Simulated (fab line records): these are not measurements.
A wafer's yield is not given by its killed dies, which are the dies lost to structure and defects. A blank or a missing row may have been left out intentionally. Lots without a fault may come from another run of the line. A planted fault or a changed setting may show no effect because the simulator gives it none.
fab line records -- flow berkeley_cmos170
record: lots: 5, wafers: 23
route steps=331 shown GATE@134 NLDD@159 PSD@183 NSD@195 BACKSIDE@199 SDANNEAL@204 SILICIDE@211 CONTACT@217
start_h: hours from the record's opening day to when the first of the lot's shown wafers began -- wait_h: how many hours have passed since the lot's step before this one -- " identical to the entry in the row above -- L1.1+2: a row that stands for several wafers -- - either no value or no given start -- * or withheld: withheld -- < > ~ a bound
route shown NAME@n: NAME is a module with steps in the file, n the number in the route of the first one -- usual: mean/standard deviation taken from wafers without a fault -- same: alike in all rows -- chamber/n: place in a boat -- sites: readings site by site -- _std_site: their standard deviation -- _edge_site: inner sites' mean taken away from outer sites' mean -- radius_mm: for every site, how far away it sits from the centre of the wafer -- mask NAME#n: copy n -- behind: the tool/chamber that last shaped the wafer -- hold: the reason the lot was held/the length of the hold in hours/how it ended -- device: the n, p or np transistor that did not switch -- end of line: the route-end tests of the same wafers -- a step without rows: its recipe alone -- killed: the dies lost at the first sort to structure and to defects; this is not the yield of the wafer -- map: per-die view of a wafer (x killed, . not killed, _ where there is no die)
set.NAME: the run value of the setting; set.NAME@STEP: its run value at that earlier step -- model.NAME: the simulator's own value behind a step, which no gauge read
one table per step and one row per wafer, for lots whose settings were changed on purpose
== steps ==
step: UCB170_GATE_SOFTBAKE_08
recipe: resist: KrF, temp_c: 130, time_s: 60
lot.wafer,tool,chamber,start_h,wait_h,set.temp_c
L074.1+3+6,litho_track-03,0,-,-,130
L074.2+4,litho_track-03,0,-,-,126.9
L076.2+3+5,litho_track-04,0,-,-,130
L079.1+2+3+5+6,litho_track-02,0,-,-,130
L078.1+3+4+5+6,litho_track-04,0,-,-,130
L080.1+3+4+5+6,litho_track-04,0,-,-,130
step: UCB170_GATE_EXPOSE_09
recipe: mask_id: POLY, target_cd_nm: 350, na: 0.5, sigma_outer: 0.6, source_shape: conventional, dose_mj: 21
step: UCB170_GATE_PEB_10
recipe: peb_temp_c: 130, peb_time_s: withheld, resist: KrF
step: UCB170_GATE_ETCH_14
recipe: chemistry: N2/H2, target_depth_a: withheld, overetch_a: withheld, target: BARC, time_s: withheld, source_w: 500, bias_w: 100, pressure_mtorr: 30, n2_flow_sccm: 100, h2_flow_sccm: 200
step: UCB170_GATE_ETCH_15
recipe: chemistry: HBr/Cl2, target: poly-Si, stop_on: SiO2, over_etch_frac: 0.3, icp_w: 300, bias_w: 150, time_s: 56.3, pressure_mtorr: 15, HBr_flow_sccm: 150, Cl2_flow_sccm: 50, target_depth_a: 2782
usual: oes_product_au: 0.827/0.0068
lot.wafer,tool,chamber,start_h,wait_h,set.temp_c@GATE_CVD_04,oes_product_au
L074.1,rie_si-01,2,115.33,-,599.8,0.706
L074.2,rie_si-01,3,115.33,-,599.8,0.707
L074.3,rie_si-01,1,115.33,-,599.8,0.719
L074.4,rie_si-01,0,115.33,-,599.8,0.712
L074.6,rie_si-01,1,115.33,-,599.8,0.714
L076.2,rie_si-01,2,130.91,-,610,0.827
L076.3,rie_si-01,1,130.91,-,610,0.836
L076.5,rie_si-01,1,130.91,-,610,0.831
L079.1,rie_si-02,2,142.24,-,625.1,1.013
L079.2,rie_si-02,3,142.24,-,625.1,0.990
L079.3,rie_si-02,1,142.24,-,625.1,0.966
L079.5,rie_si-02,3,142.24,-,625.1,1.000
L079.6,rie_si-02,2,142.24,-,625.1,0.998
L078.1,rie_si-01,3,142.51,-,602.9,0.734
L078.3,rie_si-01,1,142.51,-,602.9,0.741
L078.4,rie_si-01,2,142.51,-,602.9,0.739
L078.5,rie_si-01,2,142.51,-,602.9,0.736
L078.6,rie_si-01,1,142.51,-,602.9,0.744
L080.1,rie_si-02,1,156.24,-,596.8,0.680
L080.3,rie_si-02,2,156.24,-,596.8,0.682
L080.4,rie_si-02,3,156.24,-,596.8,0.671
L080.5,rie_si-02,3,156.24,-,596.8,0.680
L080.6,rie_si-02,0,156.24,-,596.8,0.672
step: UCB170_NLDD_COAT_01
recipe: resist: KrF, spin_rpm: 1500, resist_thk_nm: 900
lot.wafer,tool,chamber,start_h,wait_h,set.resist_thk_nm,model.KrF_of_NLDD_COAT_01.thk_nm
L074.1,litho_track-01,0,118.86,0.1,900,902.5
L074.2,litho_track-01,0,118.86,0.1,922.4,924.2
L074.3,litho_track-01,0,118.86,0.1,922.4,923.1
L074.4,litho_track-01,0,118.86,0.1,900,902.6
L074.6,litho_track-01,0,118.86,0.1,922.4,923
L076.2,litho_track-04,0,133.88,0.1,900,902.7
L076.3,litho_track-04,0,133.88,0.1,900,905.6
L076.5,litho_track-04,0,133.88,0.1,900,904.9
L079.1,litho_track-02,0,144.87,0.1,900,895.1
L079.2,litho_track-02,0,144.87,0.1,900,902.5
L079.3,litho_track-02,0,144.87,0.1,863.3,860.1
L079.5,litho_track-02,0,144.87,0.1,863.3,862.2
L079.6,litho_track-02,0,144.87,0.1,900,896.2
L078.1,litho_track-02,0,145.32,0.1,900,900
L078.3,litho_track-02,0,145.32,0.1,917.1,916
L078.4,litho_track-02,0,145.32,0.1,917.1,915.4
L078.5,litho_track-02,0,145.32,0.1,900,899.8
L078.6,litho_track-02,0,145.32,0.1,917.1,917
L080.1,litho_track-04,0,158.80,0.1,900,899
L080.3,litho_track-04,0,158.80,0.1,878.6,878.9
L080.4+6,litho_track-04,0,158.80,0.1,878.6,879.1
L080.5,litho_track-04,0,158.80,0.1,900,899.2
step: UCB170_NLDD_IMPLANT_08
recipe: species: As, dose_cm2: 5e+13, energy_kev: 30, tilt_deg: 7, rotation_deg: 0
lot.wafer,tool,chamber,start_h,wait_h,set.energy_kev,model.implant.rp_nm,model.implant.drp_nm
L074.1+2+6,implanter-01,0,119.72,0.0,30,21.14,9.611
L074.3+4,implanter-01,0,119.72,0.0,30.81,21.57,9.8
L076.2+3+5,implanter-04,0,134.72,0.0,30,21.32,9.611
L079.1+2+3+5+6,implanter-02,0,146.22,0.0,30,21.47,9.611
L078.1+4,implanter-01,0,146.70,0.0,28.24,20.28,9.198
L078.3+5+6,implanter-01,0,146.70,0.0,30,21.24,9.611
L080.1+3+4+5+6,implanter-01,0,159.64,0.0,30,21.84,9.611
step: UCB170_NLDD_IMPLANT_09
recipe: species: As, dose_cm2: 5e+13, energy_kev: 30, tilt_deg: 7, rotation_deg: 180
step: UCB170_NLDD_STRIP_10
recipe: chemistry: O2, power_w: 400, pressure_mtorr: 3500, platen_temp_c: withheld, o2_flow_sccm: 400, overash_fraction: 0.5
usual: strip_time_to_endpoint_s: 21.63/0.067
lot.wafer,tool,chamber,start_h,wait_h,set.resist_thk_nm@NLDD_COAT_01,strip_time_to_endpoint_s
L074.1,plasma_asher-01,0,120.02,0.1,900,21.67
L074.2,plasma_asher-01,1,120.02,0.1,922.4,22.21
L074.3,plasma_asher-01,1,120.02,0.1,922.4,22.18
L074.4,plasma_asher-01,0,120.02,0.1,900,21.69
L074.6,plasma_asher-01,1,120.02,0.1,922.4,22.17
L076.2,plasma_asher-04,1,135.00,0.1,900,21.70
L076.3,plasma_asher-04,0,135.00,0.1,900,21.78
L076.5,plasma_asher-04,1,135.00,0.1,900,21.75
L079.1,plasma_asher-04,0,146.52,0.1,900,21.51
L079.2,plasma_asher-04,1,146.52,0.1,900,21.68
L079.3,plasma_asher-04,0,146.52,0.1,863.3,20.67
L079.5,plasma_asher-04,0,146.52,0.1,863.3,20.72
L079.6,plasma_asher-04,1,146.52,0.1,900,21.54
L078.1,plasma_asher-01,1,147.00,0.1,900,21.62
L078.3,plasma_asher-01,1,147.00,0.1,917.1,21.99
L078.4,plasma_asher-01,0,147.00,0.1,917.1,22.00
L078.5,plasma_asher-01,0,147.00,0.1,900,21.60
L078.6,plasma_asher-01,1,147.00,0.1,917.1,22.04
L080.1,plasma_asher-04,1,159.94,0.1,900,21.60
L080.3,plasma_asher-04,0,159.94,0.1,878.6,21.13
L080.4,plasma_asher-04,1,159.94,0.1,878.6,21.14
L080.5,plasma_asher-04,1,159.94,0.1,900,21.61
L080.6,plasma_asher-04,0,159.94,0.1,878.6,21.13
step: UCB170_PSD_IMPLANT_08
recipe: species: B, dose_cm2: 3e+15, energy_kev: 20, tilt_deg: 7
lot.wafer,tool,chamber,start_h,wait_h,set.dose_cm2
L074.1+2+3+4+6,implanter-03,0,125.04,0.0,3e+15
L076.2+3+5,implanter-03,0,141.84,0.0,3e+15
L079.1+6,implanter-02,0,152.31,0.0,3e+15
L079.2+3+5,implanter-02,0,152.31,0.0,2.806e+15
L078.1+3+4,implanter-01,0,155.93,0.0,2.825e+15
L078.5+6,implanter-01,0,155.93,0.0,3e+15
L080.1+3+4,implanter-01,0,166.85,0.0,3e+15
L080.5+6,implanter-01,0,166.85,0.0,3.121e+15
step: UCB170_PSD_STRIP_09
recipe: chemistry: O2, power_w: 400, pressure_mtorr: 3500, platen_temp_c: withheld, o2_flow_sccm: 400, overash_fraction: 0.5
usual: strip_time_to_endpoint_s: 29.37/0.065
lot.wafer,tool,chamber,start_h,wait_h,set.dose_cm2@PSD_IMPLANT_08,strip_time_to_endpoint_s
L074.1,plasma_asher-03,1,125.19,0.1,3e+15,29.51
L074.2,plasma_asher-03,0,125.19,0.1,3e+15,29.45
L074.3,plasma_asher-03,1,125.19,0.1,3e+15,29.45
L074.4,plasma_asher-03,0,125.19,0.1,3e+15,29.38
L074.6,plasma_asher-03,0,125.19,0.1,3e+15,29.55
L076.2,plasma_asher-02,0,141.96,0.1,3e+15,29.31
L076.3,plasma_asher-02,0,141.96,0.1,3e+15,29.35
L076.5,plasma_asher-02,0,141.96,0.1,3e+15,29.44
L079.1,plasma_asher-02,0,152.46,0.1,3e+15,29.36
L079.2,plasma_asher-02,1,152.46,0.1,2.806e+15,28.61
L079.3,plasma_asher-02,1,152.46,0.1,2.806e+15,28.59
L079.5,plasma_asher-02,0,152.46,0.1,2.806e+15,28.68
L079.6,plasma_asher-02,1,152.46,0.1,3e+15,29.35
L078.1,plasma_asher-04,1,156.08,0.1,2.825e+15,28.63
L078.3,plasma_asher-04,0,156.08,0.1,2.825e+15,28.59
L078.4,plasma_asher-04,1,156.08,0.1,2.825e+15,28.65
L078.5,plasma_asher-04,0,156.08,0.1,3e+15,29.30
L078.6,plasma_asher-04,1,156.08,0.1,3e+15,29.30
L080.1,plasma_asher-02,1,167.00,0.1,3e+15,29.40
L080.3,plasma_asher-02,1,167.00,0.1,3e+15,29.45
L080.4,plasma_asher-02,0,167.00,0.1,3e+15,29.44
L080.5,plasma_asher-02,1,167.00,0.1,3.121e+15,29.86
L080.6,plasma_asher-02,0,167.00,0.1,3.121e+15,29.85
step: UCB170_PSD_TW_MEAS_10
usual: PSD_TW: 2333/14
lot.wafer,tool,chamber,start_h,wait_h,set.dose_cm2@PSD_IMPLANT_08,PSD_TW
L074.1,film_metro-04,-,125.29,0.1,3e+15,2335
L074.2,film_metro-04,-,125.29,0.1,3e+15,2337
L074.3,film_metro-04,-,125.29,0.1,3e+15,2334
L074.4,film_metro-04,-,125.29,0.1,3e+15,2332
L074.6,film_metro-04,-,125.29,0.1,3e+15,2334
L076.2,film_metro-01,-,142.07,0.1,3e+15,2346
L076.3,film_metro-01,-,142.07,0.1,3e+15,2349
L076.5,film_metro-01,-,142.07,0.1,3e+15,2348
L079.1,film_metro-04,-,152.56,0.1,3e+15,2318
L079.2,film_metro-04,-,152.56,0.1,2.806e+15,2268
L079.3,film_metro-04,-,152.56,0.1,2.806e+15,2267
L079.5,film_metro-04,-,152.56,0.1,2.806e+15,2271
L079.6,film_metro-04,-,152.56,0.1,3e+15,2315
L078.1,film_metro-04,-,156.18,0.1,2.825e+15,2269
L078.3,film_metro-04,-,156.18,0.1,2.825e+15,2276
L078.4,film_metro-04,-,156.18,0.1,2.825e+15,2276
L078.5,film_metro-04,-,156.18,0.1,3e+15,2319
L078.6,film_metro-04,-,156.18,0.1,3e+15,2329
L080.1,film_metro-02,-,167.10,0.1,3e+15,2310
L080.3,film_metro-02,-,167.10,0.1,3e+15,2302
L080.4,film_metro-02,-,167.10,0.1,3e+15,2312
L080.5,film_metro-02,-,167.10,0.1,3.121e+15,2347
L080.6,film_metro-02,-,167.10,0.1,3.121e+15,2335
step: UCB170_NSD_IMPLANT_08
recipe: species: P, dose_cm2: 3e+15, energy_kev: 40, tilt_deg: 7
lot.wafer,tool,chamber,start_h,wait_h,set.energy_kev,model.implant.rp_nm,model.implant.drp_nm
L074.1+4+6,implanter-03,0,126.92,0.0,40,47.91,21.16
L074.2+3,implanter-03,0,126.92,0.0,37.87,45.41,20.19
L076.2+3+5,implanter-04,0,145.45,0.0,40,48.18,21.16
L079.1+2,implanter-01,0,154.60,0.0,41.95,51.26,22.03
L079.3+5+6,implanter-01,0,154.60,0.0,40,48.91,21.16
L078.1+3+5,implanter-04,0,157.63,0.0,40,48.36,21.16
L078.4+6,implanter-04,0,157.63,0.0,41.67,50.35,21.9
L080.1+3+5,implanter-03,0,168.51,0.0,40,48.34,21.16
L080.4+6,implanter-03,0,168.51,0.0,41.71,50.38,21.92
step: UCB170_NSD_STRIP_09
recipe: chemistry: O2, power_w: 400, pressure_mtorr: 3500, platen_temp_c: withheld, o2_flow_sccm: 400, overash_fraction: 0.5
usual: strip_time_to_endpoint_s: 35.81/0.064
lot.wafer,tool,chamber,start_h,wait_h,set.energy_kev@NSD_IMPLANT_08,strip_time_to_endpoint_s
L074.1,plasma_asher-02,1,127.07,0.1,40,35.90
L074.2,plasma_asher-02,0,127.07,0.1,37.87,35.19
L074.3,plasma_asher-02,0,127.07,0.1,37.87,35.15
L074.4,plasma_asher-02,1,127.07,0.1,40,35.91
L074.6,plasma_asher-02,0,127.07,0.1,40,35.95
L076.2,plasma_asher-02,1,145.57,0.1,40,35.78
L076.3,plasma_asher-02,1,145.57,0.1,40,35.75
L076.5,plasma_asher-02,0,145.57,0.1,40,35.79
L079.1,plasma_asher-02,0,154.75,0.1,41.95,36.46
L079.2,plasma_asher-02,1,154.75,0.1,41.95,36.48
L079.3,plasma_asher-02,1,154.75,0.1,40,35.77
L079.5,plasma_asher-02,0,154.75,0.1,40,35.77
L079.6,plasma_asher-02,1,154.75,0.1,40,35.73
L078.1,plasma_asher-01,1,157.78,0.1,40,35.83
L078.3,plasma_asher-01,0,157.78,0.1,40,35.86
L078.4,plasma_asher-01,1,157.78,0.1,41.67,36.35
L078.5,plasma_asher-01,0,157.78,0.1,40,35.90
L078.6,plasma_asher-01,1,157.78,0.1,41.67,36.51
L080.1,plasma_asher-01,0,168.66,0.1,40,35.77
L080.3,plasma_asher-01,1,168.66,0.1,40,35.74
L080.4,plasma_asher-01,0,168.66,0.1,41.71,36.42
L080.5,plasma_asher-01,1,168.66,0.1,40,35.78
L080.6,plasma_asher-01,0,168.66,0.1,41.71,36.41
step: UCB170_NSD_TW_MEAS_10
usual: NSD_TW: 4177/21
lot.wafer,tool,chamber,start_h,wait_h,set.energy_kev@NSD_IMPLANT_08,NSD_TW
L074.1,film_metro-02,-,127.17,0.1,40,4147
L074.2,film_metro-02,-,127.17,0.1,37.87,4092
L074.3,film_metro-02,-,127.17,0.1,37.87,4092
L074.4,film_metro-02,-,127.17,0.1,40,4118
L074.6,film_metro-02,-,127.17,0.1,40,4155
L076.2,film_metro-01,-,145.68,0.1,40,4162
L076.3,film_metro-01,-,145.68,0.1,40,4203
L076.5,film_metro-01,-,145.68,0.1,40,4179
L079.1,film_metro-01,-,154.85,0.1,41.95,4272
L079.2,film_metro-01,-,154.85,0.1,41.95,4260
L079.3,film_metro-01,-,154.85,0.1,40,4190
L079.5,film_metro-01,-,154.85,0.1,40,4182
L079.6,film_metro-01,-,154.85,0.1,40,4201
L078.1,film_metro-02,-,157.88,0.1,40,4169
L078.3,film_metro-02,-,157.88,0.1,40,4159
L078.4,film_metro-02,-,157.88,0.1,41.67,4211
L078.5,film_metro-02,-,157.88,0.1,40,4157
L078.6,film_metro-02,-,157.88,0.1,41.67,4207
L080.1,film_metro-02,-,168.76,0.1,40,4168
L080.3,film_metro-02,-,168.76,0.1,40,4155
L080.4,film_metro-02,-,168.76,0.1,41.71,4219
L080.5,film_metro-02,-,168.76,0.1,40,4180
L080.6,film_metro-02,-,168.76,0.1,41.71,4206
step: UCB170_NSD_CLEAN_11
recipe: chemistry: SPM, temp_c: 120, time_s: 600
step: UCB170_BACKSIDE_HMDS_00
recipe: prime_time_s: 60, prime_temp_c: 100
step: UCB170_SDANNEAL_RTA_00
recipe: temp_c: 900, time_s: 10, ambient: N2
step: UCB170_SDANNEAL_RTA_01
recipe: temp_c: 1050, time_s: 5, ambient: N2
step: UCB170_SDANNEAL_RS_MEAS_02
recipe: thk_meas_gauge: four-point-probe
usual: PSD_RS: 75.59/0.27
lot.wafer,tool,chamber,start_h,wait_h,set.dose_cm2@PSD_IMPLANT_08,PSD_RS[ohm/sq]
L074.1,film_metro-02,-,128.39,0.1,3e+15,75.32
L074.2,film_metro-02,-,128.39,0.1,3e+15,75.21
L074.3,film_metro-02,-,128.39,0.1,3e+15,75.48
L074.4,film_metro-02,-,128.39,0.1,3e+15,75.34
L074.6,film_metro-02,-,128.39,0.1,3e+15,75.25
L076.2,film_metro-01,-,148.55,0.1,3e+15,75.80
L076.3,film_metro-01,-,148.55,0.1,3e+15,75.73
L076.5,film_metro-01,-,148.55,0.1,3e+15,75.95
L079.1,film_metro-01,-,156.23,0.0,3e+15,75.74
L079.2,film_metro-01,-,156.23,0.0,2.806e+15,79.18
L079.3,film_metro-01,-,156.23,0.0,2.806e+15,79.48
L079.5,film_metro-01,-,156.23,0.0,2.806e+15,79.35
L079.6,film_metro-01,-,156.23,0.0,3e+15,75.44
L078.1,film_metro-02,-,159.03,0.0,2.825e+15,79.52
L078.3,film_metro-02,-,159.03,0.0,2.825e+15,79.86
L078.4,film_metro-02,-,159.03,0.0,2.825e+15,79.56
L078.5,film_metro-02,-,159.03,0.0,3e+15,75.96
L078.6,film_metro-02,-,159.03,0.0,3e+15,76.08
L080.1,film_metro-02,-,174.06,0.0,3e+15,75.63
L080.3,film_metro-02,-,174.06,0.0,3e+15,75.70
L080.4,film_metro-02,-,174.06,0.0,3e+15,75.50
L080.5,film_metro-02,-,174.06,0.0,3.121e+15,72.98
L080.6,film_metro-02,-,174.06,0.0,3.121e+15,73.21
step: UCB170_SDANNEAL_RS_MEAS_03
recipe: thk_meas_gauge: four-point-probe
usual: NSD_RS: 37.27/0.093
lot.wafer,tool,chamber,start_h,wait_h,set.energy_kev@NSD_IMPLANT_08,NSD_RS[ohm/sq]
L074.1,film_metro-02,-,128.51,0.1,40,37.16
L074.2,film_metro-02,-,128.51,0.1,37.87,37.85
L074.3,film_metro-02,-,128.51,0.1,37.87,37.81
L074.4,film_metro-02,-,128.51,0.1,40,37.09
L074.6,film_metro-02,-,128.51,0.1,40,37.10
L076.2,film_metro-01,-,148.67,0.1,40,37.41
L076.3,film_metro-01,-,148.67,0.1,40,37.45
L076.5,film_metro-01,-,148.67,0.1,40,37.39
L079.1,film_metro-01,-,156.35,0.1,41.95,36.88
L079.2,film_metro-01,-,156.35,0.1,41.95,36.90
L079.3,film_metro-01,-,156.35,0.1,40,37.44
L079.5,film_metro-01,-,156.35,0.1,40,37.36
L079.6,film_metro-01,-,156.35,0.1,40,37.41
L078.1,film_metro-02,-,159.15,0.1,40,37.36
L078.3,film_metro-02,-,159.15,0.1,40,37.20
L078.4,film_metro-02,-,159.15,0.1,41.67,36.98
L078.5,film_metro-02,-,159.15,0.1,40,37.30
L078.6,film_metro-02,-,159.15,0.1,41.67,36.89
L080.1,film_metro-02,-,174.18,0.1,40,37.28
L080.3,film_metro-02,-,174.18,0.1,40,37.22
L080.4,film_metro-02,-,174.18,0.1,41.71,36.78
L080.5,film_metro-02,-,174.18,0.1,40,37.26
L080.6,film_metro-02,-,174.18,0.1,41.71,36.77
step: UCB170_SILICIDE_SPUTTER_01
recipe: material: Ti, target_thk_nm: 30, time_s: 25, power_w: 1500, chamber_pressure_pa: 0.5
lot.wafer,tool,chamber,start_h,wait_h,set.power_w,model.Ti_of_SILICIDE_SPUTTER_01.thk_nm
L074.1,pvd_sputter-01,-,128.94,0.0,1344,26.18
L074.2,pvd_sputter-01,-,128.94,0.0,1500,29.35
L074.3,pvd_sputter-01,-,128.94,0.0,1344,26.09
L074.4,pvd_sputter-01,-,128.94,0.0,1344,26.55
L074.6,pvd_sputter-01,-,128.94,0.0,1500,29.29
L076.2,pvd_sputter-02,-,149.08,0.0,1500,30.26
L076.3,pvd_sputter-02,-,149.08,0.0,1500,30.63
L076.5,pvd_sputter-02,-,149.08,0.0,1500,30.7
L079.1,pvd_sputter-02,-,156.77,0.0,1500,31.01
L079.2,pvd_sputter-02,-,156.77,0.0,1588,32.8
L079.3,pvd_sputter-02,-,156.77,0.0,1500,30.6
L079.5,pvd_sputter-02,-,156.77,0.0,1588,32.63
L079.6,pvd_sputter-02,-,156.77,0.0,1588,32.76
L078.1,pvd_sputter-03,-,159.58,0.0,1500,30.41
L078.3,pvd_sputter-03,-,159.58,0.0,1500,30.17
L078.4,pvd_sputter-03,-,159.58,0.0,1500,30.25
L078.5,pvd_sputter-03,-,159.58,0.0,1500,29.87
L078.6,pvd_sputter-03,-,159.58,0.0,1500,30.05
L080.1,pvd_sputter-01,-,174.61,0.0,1500,30.04
L080.3,pvd_sputter-01,-,174.61,0.0,1373,26.62
L080.4,pvd_sputter-01,-,174.61,0.0,1373,27.38
L080.5,pvd_sputter-01,-,174.61,0.0,1500,29.77
L080.6,pvd_sputter-01,-,174.61,0.0,1500,29.31
step: UCB170_SILICIDE_RS_MEAS_02
recipe: thk_meas_gauge: four-point-probe, reads: Ti_of_SILICIDE_SPUTTER_01
usual: SILICIDE_TI_RS: 25.9/0.6
lot.wafer,tool,chamber,start_h,wait_h,set.power_w@SILICIDE_SPUTTER_01,SILICIDE_TI_RS[ohm/sq]
L074.1,film_metro-03,-,128.97,0.0,1344,30.6
L074.2,film_metro-03,-,128.97,0.0,1500,26.8
L074.3,film_metro-03,-,128.97,0.0,1344,30.8
L074.4,film_metro-03,-,128.97,0.0,1344,30.1
L074.6,film_metro-03,-,128.97,0.0,1500,26.8
L076.2,film_metro-01,-,149.13,0.0,1500,25.9
L076.3,film_metro-01,-,149.13,0.0,1500,25.6
L076.5,film_metro-01,-,149.13,0.0,1500,25.5
L079.1,film_metro-03,-,156.80,0.0,1500,25.1
L079.2,film_metro-03,-,156.80,0.0,1588,23.5
L079.3,film_metro-03,-,156.80,0.0,1500,25.5
L079.5,film_metro-03,-,156.80,0.0,1588,23.6
L079.6,film_metro-03,-,156.80,0.0,1588,23.5
L078.1,film_metro-03,-,159.61,0.0,1500,25.6
L078.3,film_metro-03,-,159.61,0.0,1500,25.9
L078.4,film_metro-03,-,159.61,0.0,1500,25.8
L078.5,film_metro-03,-,159.61,0.0,1500,26.2
L078.6,film_metro-03,-,159.61,0.0,1500,26.0
L080.1,film_metro-02,-,174.64,0.0,1500,26.1
L080.3,film_metro-02,-,174.64,0.0,1373,30.0
L080.4,film_metro-02,-,174.64,0.0,1373,29.0
L080.5,film_metro-02,-,174.64,0.0,1500,26.3
L080.6,film_metro-02,-,174.64,0.0,1500,26.8
step: UCB170_SILICIDE_THK_MEAS_03
recipe: thk_meas_gauge: xrf, reads: Ti_of_SILICIDE_SPUTTER_01
usual: SILICIDE_TI_THK: 30.2/0.58
lot.wafer,tool,chamber,start_h,wait_h,set.power_w@SILICIDE_SPUTTER_01,SILICIDE_TI_THK[nm]
L074.1,film_metro-03,-,129.09,0.1,1344,26.2
L074.2,film_metro-03,-,129.09,0.1,1500,29.3
L074.3,film_metro-03,-,129.09,0.1,1344,26.2
L074.4,film_metro-03,-,129.09,0.1,1344,26.6
L074.6,film_metro-03,-,129.09,0.1,1500,29.2
L076.2,film_metro-01,-,149.24,0.1,1500,30.4
L076.3,film_metro-01,-,149.24,0.1,1500,30.8
L076.5,film_metro-01,-,149.24,0.1,1500,30.9
L079.1,film_metro-03,-,156.92,0.1,1500,31.0
L079.2,film_metro-03,-,156.92,0.1,1588,32.9
L079.3,film_metro-03,-,156.92,0.1,1500,30.6
L079.5,film_metro-03,-,156.92,0.1,1588,32.5
L079.6,film_metro-03,-,156.92,0.1,1588,32.8
L078.1,film_metro-03,-,159.73,0.1,1500,30.4
L078.3,film_metro-03,-,159.73,0.1,1500,30.1
L078.4,film_metro-03,-,159.73,0.1,1500,30.2
L078.5,film_metro-03,-,159.73,0.1,1500,30.0
L078.6,film_metro-03,-,159.73,0.1,1500,30.1
L080.1,film_metro-02,-,174.76,0.1,1500,29.9
L080.3,film_metro-02,-,174.76,0.1,1373,26.5
L080.4,film_metro-02,-,174.76,0.1,1373,27.3
L080.5,film_metro-02,-,174.76,0.1,1500,29.7
L080.6,film_metro-02,-,174.76,0.1,1500,29.2
step: UCB170_CONTACT_CVD_01
recipe: material: PSG, target_thk_nm: 700, temp_c: 450, precursor: SiH4/O2/PH3, time_s: 2820, pressure_mtorr: 300, sih4_flow_sccm: 60, o2_flow_sccm: 90, ph3_flow_sccm: 25
lot.wafer,tool,chamber,start_h,wait_h,set.pressure_mtorr,model.PSG_of_CONTACT_CVD_01.thk_nm
L074.1,-,-,-,0.0,343.5,757.2
L074.2,-,-,-,0.0,343.5,757.7
L074.3+4+6,-,-,-,0.0,343.5,-
L076.2,lpcvd-02,1,151.23,1.3,300,689.2
L076.3,lpcvd-02,1,151.23,1.3,300,694.9
L076.5,lpcvd-02,1,151.23,1.3,300,687.7
L079.1,-,-,-,0.0,300,695.2
L079.2+3+6,-,-,-,0.0,300,-
L079.5,-,-,-,0.0,300,701.9
L078.1,-,-,-,0.0,300,700.6
L078.3,-,-,-,0.0,300,704.3
L078.4,-,-,-,0.0,300,710.4
L078.5,-,-,-,0.0,300,700.4
L078.6,-,-,-,0.0,300,705.9
L080.1,-,-,-,0.0,300,692.8
L080.3,-,-,-,0.0,300,695.8
L080.4,-,-,-,0.0,300,697.6
L080.5,-,-,-,0.0,300,695.7
L080.6,-,-,-,0.0,300,695.2
step: UCB170_CONTACT_THK_MEAS_02
recipe: reads: PSG_of_CONTACT_CVD_01
usual: CONTACT_PSG_THK: 699/5.7
lot.wafer,tool,chamber,start_h,wait_h,set.pressure_mtorr@CONTACT_CVD_01,CONTACT_PSG_THK[nm]
L074.1,film_metro-03,-,-,-,343.5,757
L074.2,film_metro-03,-,-,-,343.5,757
L074.3,film_metro-03,-,-,-,343.5,757
L074.4,film_metro-03,-,-,-,343.5,758
L074.6,film_metro-03,-,-,-,343.5,755
L076.2,film_metro-01,-,153.02,0.0,300,690
L076.3,film_metro-01,-,153.02,0.0,300,694
L076.5,film_metro-01,-,153.02,0.0,300,687
L079.1,film_metro-03,-,-,-,300,696
L079.2,film_metro-03,-,-,-,300,701
L079.3,film_metro-03,-,-,-,300,698
L079.5,film_metro-03,-,-,-,300,701
L079.6,film_metro-03,-,-,-,300,698
L078.1,film_metro-03,-,-,-,300,701
L078.3,film_metro-03,-,-,-,300,704
L078.4,film_metro-03,-,-,-,300,710
L078.5,film_metro-03,-,-,-,300,701
L078.6,film_metro-03,-,-,-,300,706
L080.1,film_metro-01,-,-,-,300,693
L080.3,film_metro-01,-,-,-,300,696
L080.4,film_metro-01,-,-,-,300,698
L080.5,film_metro-01,-,-,-,300,696
L080.6,film_metro-01,-,-,-,300,695
== key ==
split: step: UCB170_GATE_SOFTBAKE_08, setting: temp_c, stated: 130, by: wafer
response none clear
split: step: UCB170_NLDD_COAT_01, setting: resist_thk_nm, stated: 900, by: wafer
response: step: UCB170_NLDD_COAT_01, reading: model.KrF_of_NLDD_COAT_01.thk_nm, change: +8.74, per: 1%, r: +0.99
response: step: UCB170_NLDD_STRIP_10, reading: strip_time_to_endpoint_s, change: *, per: 1%, r: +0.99
split: step: UCB170_NLDD_IMPLANT_08, setting: energy_kev, stated: 30, by: wafer
response: step: UCB170_NLDD_IMPLANT_08, reading: model.implant.rp_nm, change: +0.162, per: 1%, r: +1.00
response: step: UCB170_NLDD_IMPLANT_08, reading: model.implant.drp_nm, change: +0.0702, per: 1%, r: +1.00
split: step: UCB170_PSD_IMPLANT_08, setting: dose_cm2, stated: 3e+15, by: wafer
response: step: UCB170_PSD_STRIP_09, reading: strip_time_to_endpoint_s, change: *, per: 1%, r: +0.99
response: step: UCB170_PSD_TW_MEAS_10, reading: PSD_TW, change: +7.95, per: 1%, r: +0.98
response: step: UCB170_SDANNEAL_RS_MEAS_02, reading: PSD_RS, change: -0.603, per: 1%, r: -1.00
split: step: UCB170_NSD_IMPLANT_08, setting: energy_kev, stated: 40, by: wafer
response: step: UCB170_NSD_IMPLANT_08, reading: model.implant.rp_nm, change: +0.476, per: 1%, r: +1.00
response: step: UCB170_NSD_IMPLANT_08, reading: model.implant.drp_nm, change: +0.179, per: 1%, r: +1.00
response: step: UCB170_NSD_STRIP_09, reading: strip_time_to_endpoint_s, change: *, per: 1%, r: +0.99
response: step: UCB170_NSD_TW_MEAS_10, reading: NSD_TW, change: +11.5, per: 1%, r: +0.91
response: step: UCB170_SDANNEAL_RS_MEAS_03, reading: NSD_RS, change: -0.111, per: 1%, r: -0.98
split: step: UCB170_SILICIDE_SPUTTER_01, setting: power_w, stated: 1500, by: wafer
response: step: UCB170_SILICIDE_SPUTTER_01, reading: model.Ti_of_SILICIDE_SPUTTER_01.thk_nm, change: +0.308, per: 1%, r: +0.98
response: step: UCB170_SILICIDE_RS_MEAS_02, reading: SILICIDE_TI_RS, change: -0.35, per: 1%, r: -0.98
response: step: UCB170_SILICIDE_THK_MEAS_03, reading: SILICIDE_TI_THK, change: +0.298, per: 1%, r: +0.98
split: step: UCB170_CONTACT_CVD_01, setting: pressure_mtorr, stated: 300, by: lot
response: step: UCB170_CONTACT_CVD_01, reading: model.PSG_of_CONTACT_CVD_01.thk_nm, change: +4.11, per: 1%, r: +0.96
response: step: UCB170_CONTACT_THK_MEAS_02, reading: CONTACT_PSG_THK, change: +4.06, per: 1%, r: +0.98
split outside_this_file step=UCB170_GATE_CVD_04 setting=temp_c
split outside_this_file: this setting was split too, and the file shows its column; the key of that split is in another file
